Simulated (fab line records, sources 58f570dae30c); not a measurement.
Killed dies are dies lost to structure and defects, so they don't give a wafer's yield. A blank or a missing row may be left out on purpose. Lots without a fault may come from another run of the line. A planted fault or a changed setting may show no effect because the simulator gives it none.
One fault seen from 2 desks | flow berkeley_cmos170 | each desk has only its own numbers; what lay behind them comes last

THE TOOL OWNER'S DESK: litho_track-03
The tool's own readings at UCB170_GATE_PEB_10: means of the sampled wafers that have a number, for each lot that ran on this tool. A lot is out of limits, marked OUT, if its mean lies more than 4 standard deviations from the usual mean; the brackets give that distance.
Columns: A = exhaust_pa at UCB170_GATE_PEB_10, usual 45.1 Pa; B = heater_power_total_W at UCB170_GATE_PEB_10, usual 56.81 W; C = plate_temp_C at UCB170_GATE_PEB_10, usual 130.01 C
lot  | first seen here | A    | B               | C
L686 | day 7 05:25     | 44.0 | 56.81           | 129.93
L691 | day 8 13:25     | 46.4 | 56.81           | 129.88
L693 | day 8 22:05     | 45.1 | 56.81           | 130.05
L694 | day 9 14:43     | 44.2 | 56.79           | 129.98
L695 | day 9 15:26     | 44.4 | 60.45 (+85) OUT | 136.45 (+43) OUT
L703 | day 11 07:16    | 45.5 | 60.49 (+86) OUT | 136.39 (+43) OUT
This desk's finding: out of limits on L695, L703; first on L695, day 9 15:26 (heater_power_total_W at UCB170_GATE_PEB_10). In limits: L686, L691, L693, L694.

THE METROLOGY DESK
What the gauges read, lot by lot, whatever tool the lot ran on: means of the sampled wafers that have a number. A lot is out of limits, marked OUT, if its mean lies more than 4 standard deviations from the usual mean; the brackets give that distance.
Columns: A = NWELL_NITRIDE_THK at UCB170_NWELL_THK_MEAS_05, usual 222.6 nm; B = cd_nm at UCB170_ACTIVE_CD_MEAS_13, usual 1201.0 nm; C = cd_nm at UCB170_GATE_CD_MEAS_12, usual 350.1 nm; D = CONTACT_PSG_THK at UCB170_CONTACT_THK_MEAS_02, usual 703 nm
lot  | first seen here | A     | B      | C               | D
L686 | day 2 14:20     | 224.6 | 1201.4 | 349.3           | 715
L687 | day 3 03:47     | 221.7 | 1197.8 | 350.5           | 708
L689 | day 3 03:47     | 221.6 | 1200.0 | 349.7           | 701
L691 | day 3 13:08     | 225.1 | 1201.4 | 350.2           | 689
L693 | day 3 21:38     | 221.9 | 1203.6 | 348.2           | 703
L694 | day 4 05:35     | 222.0 | 1202.1 | 350.0           | 697
L696 | day 4 11:45     | 219.0 | 1201.0 | 350.6           | 698
L695 | day 4 11:46     | 222.4 | 1200.4 | 316.0 (-23) OUT | 703
L703 | day 6 02:43     | 221.7 | 1200.9 | 321.0 (-19) OUT | 710
L704 | day 6 11:18     | 224.4 | 1201.0 | 349.0           | 695
L705 | day 6 11:18     | 222.8 | 1200.6 | 352.7           | 693
L706 | day 6 18:50     | 220.6 | 1199.3 | 350.9           | 703
L709 | day 7 06:22     | 221.9 | 1204.4 | 351.1           | 701
L708 | day 7 06:22     | 225.5 | 1199.9 | 350.1           | 705
This desk's finding: out of limits on L695, L703; first on L695, day 9 15:43 (cd_nm at UCB170_GATE_CD_MEAS_12). In limits: L686, L687, L689, L691, L693, L694, L696, L704, L705, L706, L709, L708.

PUT TOGETHER
The tool owner's desk could have raised an alarm at day 9 15:26, on L695, L703.
The metrology desk could have raised an alarm at day 9 15:43, on L695, L703.
Of the lots named, all ran UCB170_GATE_PEB_10 on litho_track-03.

WHAT THE SIMULATOR HAD PUT IN
Process parameter drift: litho_track-03, from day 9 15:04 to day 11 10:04, at UCB170_GATE_PEB_10. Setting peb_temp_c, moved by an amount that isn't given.
Lots struck among those shown: L695, L703.
Hours from the fault's start to each desk's first reading out of limits: the tool owner's desk, 0; the metrology desk, 1.
